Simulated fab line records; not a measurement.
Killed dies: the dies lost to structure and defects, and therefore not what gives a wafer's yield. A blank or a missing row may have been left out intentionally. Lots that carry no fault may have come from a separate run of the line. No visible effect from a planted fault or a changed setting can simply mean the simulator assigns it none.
One fault through the eyes of 2 desks ; flow rit_cmos ; each desk has only its own numbers; what lay behind them comes last

FOR THE TOOL OWNER'S DESK: wet_bench-03
The tool's own readings at RIT_GATE_CLEAN_01 (cleans in SC1, time 600 s): means of the sampled wafers that have a number, for each lot that ran on this tool. Marked OUT: a lot whose mean sits more than 4 standard deviations from the usual mean, which makes it out of limits; the brackets give that distance.
Columns: A = run_length_s at RIT_GATE_CLEAN_01, usual 627 s
lot;first seen here;A
L496;day 2 23:16;632
L501;day 3 21:16;474 (-46) OUT
L516;day 7 00:53;634
L517;day 7 07:20;625
This desk's verdict: out of limits on L501, starting with L501 at day 3 21:16 (run_length_s at RIT_GATE_CLEAN_01). Within limits: L496, L516, L517.

METROLOGY DESK
Lot by lot, what the gauges showed, no matter which tool ran the lot: averages of those sampled wafers that carry a number. Marked OUT: a lot whose mean sits more than 4 standard deviations from the usual mean, which makes it out of limits; the brackets give that distance.
Columns: A = PRETRO_OVL at RIT_PRETRO_OVL_MEAS_06, usual 0.2 nm; B = PLDD_OVL at RIT_PLDD_OVL_MEAS_06, usual -0.3 nm; C = PSD_RS at RIT_SDANNEAL_RS_MEAS_04, usual 116.00 ohm/sq
lot;first seen here;A;B;C
L495;day 2 17:12;-0.0;-0.8;115.92
L496;day 2 22:33;-1.3;-0.8;115.58
L497;day 3 06:37;0.4;0.2;115.81
L501;day 3 20:33;-1.3;1.5;116.09
L505;day 4 20:46;0.1;0.3;115.91
L506;day 5 01:17;-0.2;-0.3;116.32
L507;day 5 06:29;-0.7;1.3;116.20
L508;day 5 10:25;1.0;-0.5;115.88
L511;day 6 01:10;-2.3;-0.5;116.04
L513;day 6 10:05;-0.0;-2.3;115.96
L515;day 6 18:24;0.7;1.1;115.78
L516;day 7 00:12;-1.3;-0.4;116.09
L517;day 7 06:38;0.6;-0.4;115.98
This desk's verdict: no lot among the 13 shows anything out of limits.

ALL TOGETHER
The tool owner's desk had the chance to raise an alarm at day 3 21:16 on L501.
At the metrology desk, nothing out of limits was observed.
The metrology desk holds a record of L501, inside its limits.
On wet_bench-03, each named lot ran RIT_GATE_CLEAN_01.

WHAT HAD BEEN PUT IN BY THE SIMULATOR
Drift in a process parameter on wet_bench-03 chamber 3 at RIT_GATE_CLEAN_01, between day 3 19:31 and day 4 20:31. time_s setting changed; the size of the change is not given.
Struck lots among those shown: L501.
How many hours passed from the start of the fault until each desk's first out-of-limits reading: the tool owner's desk, 2.
